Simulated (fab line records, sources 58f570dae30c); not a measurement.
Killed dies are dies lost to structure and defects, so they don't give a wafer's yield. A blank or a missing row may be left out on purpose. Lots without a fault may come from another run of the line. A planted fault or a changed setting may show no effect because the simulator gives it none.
Which tool did it? | flow berkeley_cmos170 | 24 lots, 72 wafers sampled, at 6 steps of a route of 331

WHAT THE GAUGES READ, wafer by wafer
UCB170_M1_RS_MEAS_01: measures by four-point-probe. Usual: M1_AL_RS 0.0483 ohm/sq, standard deviation 0.00042.
lot  | measured     | on            | M1_AL_RS (ohm/sq)    | flag
L074 | day 8 05:13  | film_metro-03 | 0.0477 0.0474 0.0475 |
L077 | day 9 03:44  | film_metro-02 | 0.0482 0.0480 0.0482 |
L075 | day 9 05:29  | film_metro-04 | 0.0483 0.0483 0.0483 |
L076 | day 9 05:48  | film_metro-03 | 0.0479 0.0486 0.0484 |
L078 | day 9 14:37  | film_metro-04 | 0.0485 0.0486 0.0488 |
L080 | day 9 15:10  | film_metro-02 | 0.0496 0.0487 0.0490 |
L079 | day 9 17:03  | film_metro-02 | 0.0483 0.0484 0.0482 |
L081 | day 9 17:22  | film_metro-03 | 0.0483 0.0486 0.0484 |
L082 | day 10 12:44 | film_metro-03 | 0.0483 0.0482 0.0482 |
L085 | day 10 14:47 | film_metro-03 | 0.0480 0.0485 0.0484 |
L083 | day 10 14:59 | film_metro-04 | 0.0489 0.0492 0.0488 |
L084 | day 10 15:09 | film_metro-03 | 0.0485 0.0483 0.0480 |
L086 | day 10 16:46 | film_metro-02 | 0.0485 0.0485 0.0485 |
L087 | day 11 15:25 | film_metro-04 | 0.0482 0.0483 0.0484 |
L088 | day 11 16:23 | film_metro-03 | 0.0480 0.0483 0.0479 |
L089 | day 11 22:56 | film_metro-04 | 0.0474 0.0474 0.0479 |
L090 | day 11 23:14 | film_metro-04 | 0.0481 0.0488 0.0482 |
L092 | day 12 07:35 | film_metro-03 | 0.0482 0.0476 0.0486 |
L093 | day 12 08:22 | film_metro-04 | 0.0489 0.0487 0.0489 |
L091 | day 12 10:40 | film_metro-02 | 0.0472 0.0479 0.0474 |
L095 | day 12 19:55 | film_metro-04 | 0.0484 0.0478 0.0480 |
L094 | day 12 20:16 | film_metro-04 | 0.0482 0.0483 0.0481 |
L096 | day 13 09:56 | film_metro-04 | 0.0481 0.0482 0.0482 |
L097 | day 13 13:53 | film_metro-04 | 0.0489 0.0488 0.0488 |

UCB170_V2_THK_MEAS_04. Usual: V2_POLISHED_THK 1000.2 nm, standard deviation 0.96.
lot  | measured     | on            | V2_POLISHED_THK (nm) | flag
L074 | day 8 14:45  | film_metro-01 | 999.8 1000.0 998.9   |
L077 | day 9 12:19  | film_metro-01 | 997.2 1000.6 1000.6  |
L075 | day 9 14:13  | film_metro-01 | 999.7 999.8 998.4    |
L076 | day 9 15:56  | film_metro-02 | 1000.2 999.4 998.4   |
L078 | day 10 02:32 | film_metro-02 | 1000.6 999.9 999.7   |
L080 | day 10 07:06 | film_metro-01 | 1001.7 999.3 999.5   |
L079 | day 10 06:55 | film_metro-02 | 1001.6 999.8 1000.9  |
L081 | day 10 06:41 | film_metro-01 | 999.2 999.7 1000.5   |
L082 | day 11 00:05 | film_metro-03 | 999.9 1001.9 998.1   |
L085 | day 11 01:21 | film_metro-02 | 999.2 999.0 1000.1   |
L083 | day 11 02:05 | film_metro-02 | 1001.1 1001.0 1001.5 |
L084 | day 11 02:25 | film_metro-03 | 1001.1 1000.5 999.3  |
L086 | day 11 03:14 | film_metro-03 | 999.7 1000.6 1002.0  |
L087 | day 12 02:47 | film_metro-03 | 1002.2 1000.7 1000.2 |
L088 | day 12 02:58 | film_metro-01 | 998.8 1001.1 1000.8  |
L089 | day 12 09:59 | film_metro-01 | 999.9 1001.4 1001.0  |
L090 | day 12 10:31 | film_metro-01 | 1001.0 1000.6 999.9  |
L092 | day 12 16:38 | film_metro-01 | 1000.0 1001.4 999.6  |
L093 | day 12 17:53 | film_metro-03 | 999.3 1001.5 999.2   |
L091 | day 12 23:22 | film_metro-01 | 999.2 1002.4 1000.8  |
L095 | day 13 07:31 | film_metro-02 | 1000.8 1000.0 1000.6 |
L094 | day 13 08:01 | film_metro-01 | 1000.2 1001.1 1000.8 |
L096 | day 13 18:53 | film_metro-01 | 1000.2 1000.5 999.7  |
L097 | day 14 00:01 | film_metro-01 | 998.4 999.8 1000.4   |

UCB170_M3_BOW_MEAS_20. Usual: M3_BOW 37 um, standard deviation 6.6.
lot  | measured     | on            | M3_BOW (um) | flag
L074 | day 8 22:07  | film_metro-03 | 47 42 39    |
L077 | day 9 17:41  | film_metro-04 | 31 32 33    |
L075 | day 9 19:58  | film_metro-02 | 41 49 44    |
L076 | day 9 21:43  | film_metro-04 | 39 40 32    |
L078 | day 10 09:24 | film_metro-02 | 28 36 35    |
L080 | day 10 12:09 | film_metro-04 | 31 27 31    |
L079 | day 10 12:04 | film_metro-03 | 44 31 44    |
L081 | day 10 11:50 | film_metro-02 | 36 43 39    |
L082 | day 11 05:26 | film_metro-04 | 30 41 33    |
L085 | day 11 07:49 | film_metro-04 | 41 29 27    |
L083 | day 11 07:54 | film_metro-03 | 31 40 33    |
L084 | day 11 08:23 | film_metro-02 | 22 47 36    |
L086 | day 11 08:56 | film_metro-02 | 33 36 25    |
L087 | day 12 07:09 | film_metro-04 | 33 31 37    |
L088 | day 12 07:42 | film_metro-04 | 35 34 40    |
L089 | day 12 14:55 | film_metro-03 | 41 46 36    |
L090 | day 12 15:35 | film_metro-04 | 19 45 34    |
L092 | day 12 21:27 | film_metro-03 | 32 41 28    |
L093 | day 12 23:27 | film_metro-04 | 35 33 23    |
L091 | day 13 04:12 | film_metro-04 | 45 39 40    |
L095 | day 13 11:52 | film_metro-02 | 33 40 28    |
L094 | day 13 12:16 | film_metro-04 | 41 27 27    |
L096 | day 14 00:29 | film_metro-04 | 48 35 36    |
L097 | day 14 08:15 | film_metro-04 | 45 41 39    |

WHICH TOOL RAN EACH LOT (tool, then ch and the chambers of the sampled wafers, then the start)
lot  | UCB170_M2_STRIP_19                   | UCB170_M3_SPUTTER_01         | UCB170_M3_METAL_ETCH_18
L074 | plasma_asher-02 ch 0,1, day 8 13:55  | pvd_sputter-02, day 8 18:52  | rie_metal-04 ch 0,1, day 8 21:43
L077 | plasma_asher-02 ch 0,1, day 9 11:28  | pvd_sputter-02, day 9 14:12  | rie_metal-04 ch 0,1, day 9 17:17
L075 | plasma_asher-03 ch 0,1, day 9 13:22  | pvd_sputter-04, day 9 16:36  | rie_metal-04 ch 0, day 9 19:33
L076 | plasma_asher-01 ch 0,1, day 9 15:05  | pvd_sputter-03, day 9 18:23  | rie_metal-01 ch 0,1, day 9 21:19
L078 | plasma_asher-02 ch 0,1, day 10 01:41 | pvd_sputter-02, day 10 06:34 | rie_metal-02 ch 0,1, day 10 09:01
L080 | plasma_asher-01 ch 0,1, day 10 05:56 | pvd_sputter-04, day 10 09:15 | rie_metal-02 ch 0,1, day 10 11:44
L079 | plasma_asher-03 ch 0,1, day 10 05:50 | pvd_sputter-02, day 10 09:10 | rie_metal-01 ch 0,1, day 10 11:34
L081 | plasma_asher-03 ch 0,1, day 10 05:36 | pvd_sputter-03, day 10 09:04 | rie_metal-04 ch 0,1, day 10 11:27
L082 | plasma_asher-01 ch 1, day 10 23:14   | pvd_sputter-02, day 11 02:23 | rie_metal-02 ch 1, day 11 05:01
L085 | plasma_asher-01 ch 0,1, day 11 00:30 | pvd_sputter-04, day 11 03:13 | rie_metal-01 ch 0,1, day 11 07:25
L083 | plasma_asher-02 ch 0,1, day 11 01:08 | pvd_sputter-03, day 11 04:31 | rie_metal-04 ch 0,1, day 11 07:28
L084 | plasma_asher-01 ch 0,1, day 11 01:27 | pvd_sputter-02, day 11 05:07 | rie_metal-02 ch 0,1, day 11 07:59
L086 | plasma_asher-03 ch 0,1, day 11 02:23 | pvd_sputter-04, day 11 05:55 | rie_metal-01 ch 0,1, day 11 08:31
L087 | plasma_asher-03 ch 0,1, day 12 01:55 | pvd_sputter-03, day 12 04:42 | rie_metal-02 ch 0,1, day 12 06:43
L088 | plasma_asher-02 ch 0,1, day 12 02:01 | pvd_sputter-04, day 12 04:56 | rie_metal-04 ch 0,1, day 12 07:16
L089 | plasma_asher-01 ch 1, day 12 09:07   | pvd_sputter-04, day 12 12:11 | rie_metal-01 ch 0,1, day 12 14:29
L090 | plasma_asher-03 ch 0,1, day 12 09:39 | pvd_sputter-02, day 12 13:00 | rie_metal-04 ch 0,1, day 12 15:09
L092 | plasma_asher-01 ch 0,1, day 12 15:47 | pvd_sputter-04, day 12 18:20 | rie_metal-02 ch 0,1, day 12 21:03
L093 | plasma_asher-03 ch 0,1, day 12 17:02 | pvd_sputter-03, day 12 19:52 | rie_metal-02 ch 0,1, day 12 23:03
L091 | plasma_asher-01 ch 0,1, day 12 22:31 | pvd_sputter-04, day 13 01:34 | rie_metal-01 ch 0,1, day 13 03:47
L095 | plasma_asher-03 ch 0,1, day 13 06:40 | pvd_sputter-03, day 13 09:25 | rie_metal-01 ch 0,1, day 13 11:27
L094 | plasma_asher-01 ch 0,1, day 13 07:08 | pvd_sputter-02, day 13 09:43 | rie_metal-04 ch 0,1, day 13 11:52
L096 | plasma_asher-02 ch 0,1, day 13 18:02 | pvd_sputter-02, day 13 21:41 | rie_metal-02 ch 1, day 13 23:58
L097 | plasma_asher-02 ch 0,1, day 13 23:09 | pvd_sputter-04, day 14 02:32 | rie_metal-04 ch 0,1, day 14 07:49
- UCB170_M2_STRIP_19: strips in O2.
- UCB170_M3_SPUTTER_01: material Al, target thk 900 nm, time 120 s.
- UCB170_M3_METAL_ETCH_18: etches Al in Cl2/BCl3, stops on SiO2, target depth 1170 nm, time 195 s.

WHAT THE TOOLS THEMSELVES READ (means of the sampled wafers that have a number; where no wafer has one, the mark that the record gives instead)
UCB170_M2_STRIP_19. Usual: drypump_motor_current_A 5.7 A, standard deviation 0.61; oes_product_au 0.546 a.u., standard deviation 0.013.
lot  | tool            | drypump_motor_current_A (A) | oes_product_au (a.u.) | flag
L074 | plasma_asher-02 | 6.3                         | 0.556                 |
L077 | plasma_asher-02 | 6.3                         | 0.561                 |
L075 | plasma_asher-03 | 5.5                         | 0.544                 |
L076 | plasma_asher-01 | 5.4                         | 0.550                 |
L078 | plasma_asher-02 | 6.3                         | 0.536                 |
L080 | plasma_asher-01 | 5.5                         | 0.531                 |
L079 | plasma_asher-03 | 5.6                         | 0.562                 |
L081 | plasma_asher-03 | 5.1                         | 0.554                 |
L082 | plasma_asher-01 | 5.2                         | 0.553                 |
L085 | plasma_asher-01 | 5.4                         | 0.529                 |
L083 | plasma_asher-02 | 6.5                         | 0.550                 |
L084 | plasma_asher-01 | 5.4                         | 0.554                 |
L086 | plasma_asher-03 | 5.6                         | 0.536                 |
L087 | plasma_asher-03 | 5.6                         | 0.530                 |
L088 | plasma_asher-02 | 6.3                         | 0.555                 |
L089 | plasma_asher-01 | 5.2                         | 0.531                 |
L090 | plasma_asher-03 | 5.1                         | 0.547                 |
L092 | plasma_asher-01 | 5.4                         | 0.536                 |
L093 | plasma_asher-03 | 5.1                         | 0.547                 |
L091 | plasma_asher-01 | 5.6                         | 0.554                 |
L095 | plasma_asher-03 | 5.6                         | 0.532                 |
L094 | plasma_asher-01 | 5.5                         | 0.551                 |
L096 | plasma_asher-02 | 6.3                         | 0.552                 |
L097 | plasma_asher-02 | 6.4                         | 0.535                 |

UCB170_M3_SPUTTER_01. Usual: throttle_valve_pct 30.0 %, standard deviation 0.66.
lot  | tool           | throttle_valve_pct (%) | flag
L074 | pvd_sputter-02 | 29.8                   |
L077 | pvd_sputter-02 | 30.2                   |
L075 | pvd_sputter-04 | 29.4                   |
L076 | pvd_sputter-03 | 29.6                   |
L078 | pvd_sputter-02 | 29.7                   |
L080 | pvd_sputter-04 | 29.6                   |
L079 | pvd_sputter-02 | 30.2                   |
L081 | pvd_sputter-03 | 30.1                   |
L082 | pvd_sputter-02 | 29.7                   |
L085 | pvd_sputter-04 | 30.4                   |
L083 | pvd_sputter-03 | 29.7                   |
L084 | pvd_sputter-02 | 30.6                   |
L086 | pvd_sputter-04 | 29.8                   |
L087 | pvd_sputter-03 | 30.2                   |
L088 | pvd_sputter-04 | 30.0                   |
L089 | pvd_sputter-04 | 30.1                   |
L090 | pvd_sputter-02 | 30.1                   |
L092 | pvd_sputter-04 | 29.6                   |
L093 | pvd_sputter-03 | 30.4                   |
L091 | pvd_sputter-04 | 30.3                   |
L095 | pvd_sputter-03 | 31.0                   |
L094 | pvd_sputter-02 | 30.1                   |
L096 | pvd_sputter-02 | 30.6                   |
L097 | pvd_sputter-04 | 29.7                   |

UCB170_M3_METAL_ETCH_18. Usual: bias_w 120.0 W, standard deviation 0.33; drypump_motor_current_A 5.6 A, standard deviation 0.55; oes_product_au 0.863 a.u., standard deviation 0.012; throttle_valve_pct 24.28 %, standard deviation 0.15.
lot  | tool         | bias_w (W) | drypump_motor_current_A (A) | oes_product_au (a.u.) | throttle_valve_pct (%) | flag
L074 | rie_metal-04 | 120.1      | 5.5                         | 0.869                 | 24.12                  |
L077 | rie_metal-04 | 120.5      | 5.6                         | 0.871                 | 24.09                  |
L075 | rie_metal-04 | 119.5      | 5.3                         | 0.875                 | 24.16                  |
L076 | rie_metal-01 | 119.9      | 5.0                         | 0.845                 | 24.39                  |
L078 | rie_metal-02 | 120.0      | 5.9                         | 0.867                 | 24.34                  |
L080 | rie_metal-02 | 119.9      | 5.9                         | 0.860                 | 24.34                  |
L079 | rie_metal-01 | 119.8      | 5.1                         | 0.847                 | 24.39                  |
L081 | rie_metal-04 | 119.6      | 5.5                         | 0.873                 | 24.12                  |
L082 | rie_metal-02 | 120.2      | 6.6                         | 0.857                 | 24.46                  |
L085 | rie_metal-01 | 120.0      | 5.1                         | 0.850                 | 24.38                  |
L083 | rie_metal-04 | 120.0      | 5.6                         | 0.874                 | 24.09                  |
L084 | rie_metal-02 | 120.3      | 6.2                         | 0.857                 | 24.41                  |
L086 | rie_metal-01 | 120.1      | 5.0                         | 0.846                 | 24.40                  |
L087 | rie_metal-02 | 120.2      | 5.9                         | 0.869                 | 24.34                  |
L088 | rie_metal-04 | 120.0      | 5.7                         | 0.866                 | 24.10                  |
L089 | rie_metal-01 | 119.8      | 5.1                         | 0.859                 | 24.39                  |
L090 | rie_metal-04 | 120.2      | 5.5                         | 0.871                 | 24.13                  |
L092 | rie_metal-02 | 119.9      | 6.2                         | 0.870                 | 24.39                  |
L093 | rie_metal-02 | 120.4      | 6.2                         | 0.861                 | 24.39                  |
L091 | rie_metal-01 | 120.2      | 5.1                         | 0.853                 | 24.39                  |
L095 | rie_metal-01 | 120.2      | 5.1                         | 0.862                 | 24.38                  |
L094 | rie_metal-04 | 119.9      | 5.6                         | 0.876                 | 24.08                  |
L096 | rie_metal-02 | 119.9      | 6.6                         | 0.862                 | 24.46                  |
L097 | rie_metal-04 | 120.4      | 5.7                         | 0.880                 | 24.08                  |

THE ANSWER, worked out from the rows above alone
Rule: a lot is off if the mean of its wafers that have a number lies more than 3 standard deviations from the usual mean. A lot without any number at a reading at which 4 lots or more have one is off too. The other lots that the step has rows for count as sound. The gauges are gone through in route order, then the tools' own readings, and for those a lot's mean is taken as printed above. The first step at which some lot is off is used, and at that step the reading that is off furthest; a lot without a number counts as furthest.
No lot is off at any reading shown: from this, nothing can be told.

WHAT THE SIMULATOR HAD PUT IN
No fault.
